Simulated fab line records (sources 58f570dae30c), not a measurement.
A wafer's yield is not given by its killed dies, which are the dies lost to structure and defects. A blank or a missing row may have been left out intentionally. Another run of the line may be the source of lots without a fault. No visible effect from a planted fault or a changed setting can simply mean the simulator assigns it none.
Matching of chambers | flow berkeley-cmos170 | UCB170_GATE_ETCH_15 on rie-si-01 has 4 sister chambers
The step etches poly-Si in HBr/Cl2, stops on SiO2, time 56.3 s, target depth 278.2 nm. 14 wafers are shown with their chamber, then 7 later ones without.

== WAFERS WITH THEIR CHAMBER ==
wafer  | chamber | drypump-motor-current-A (A) | throttle-valve-pct (%) | oes-product-au (a.u.)
L801.2 | 0       | 5.3                         | 26.56                  | 0.864
L801.3 | 1       | 6.0                         | 26.59                  | 0.856
L801.6 | 1       | 6.1                         | 26.61                  | 0.862
L805.3 | 3       | 6.3                         | 26.44                  | 0.827
L805.4 | 0       | 5.3                         | 26.57                  | 0.851
L805.6 | 0       | 5.4                         | 26.56                  | 0.853
L806.2 | 2       | 5.0                         | 26.42                  | 0.824
L806.3 | 1       | 6.0                         | 26.60                  | 0.846
L806.4 | 0       | 5.3                         | 26.57                  | 0.849
L808.3 | 2       | 5.0                         | 26.40                  | 0.832
L808.4 | 1       | 6.0                         | 26.60                  | 0.837
L808.5 | 3       | 6.3                         | 26.43                  | 0.824
L821.2 | 0       | 5.3                         | 26.57                  | 0.841
L821.4 | 1       | 6.1                         | 26.58                  | 0.833

SIGNATURES, as means of the wafers listed above
reading                 | chamber 0 | chamber 1 | chamber 2 | chamber 3 | scatter within a chamber
drypump-motor-current-A | 5.320     | 6.040     | 5.000     | 6.300     | 0.0447
throttle-valve-pct      | 26.5660   | 26.5960   | 26.4100   | 26.4350   | 0.00943
oes-product-au          | 0.85160   | 0.84680   | 0.82800   | 0.82550   | 0.00956
Rule: for a wafer and a chamber, the distance is found by dividing, reading by reading, the gap between the wafer's reading and the chamber's mean by the reading's scatter, squaring, summing and taking the root. If the next closest chamber is less than 2 further off than the closest, the wafer can't be placed; otherwise it belongs to the closest. How the scatter is found: for the shown wafers, subtract from each reading the mean of its chamber, square and add these, divide the total by (wafers less chambers), then take the root.

== WAFERS MISSING THEIR CHAMBER ==
wafer  | drypump-motor-current-A (A) | throttle-valve-pct (%) | oes-product-au (a.u.)
L821.6 | 6.4                         | 26.43                  | 0.816
L820.2 | 6.0                         | 26.61                  | 0.847
L820.4 | 5.3                         | 26.57                  | 0.848
L820.6 | 6.3                         | 26.45                  | 0.822
L824.2 | 6.3                         | 26.43                  | 0.822
L824.5 | 5.0                         | 26.38                  | 0.824
L824.6 | 6.1                         | 26.60                  | 0.855

== THE CHAMBER EACH PASSED THROUGH ==
wafer  | from the rows above | in truth
L821.6 | 3                   | 3
L820.2 | 1                   | 1
L820.4 | 0                   | 0
L820.6 | 3                   | 3
L824.2 | 3                   | 3
L824.5 | 2                   | 2
L824.6 | 1                   | 1
7 of 7 placed correctly. Number that these rows cannot place: 0. Placed wrongly: 0.
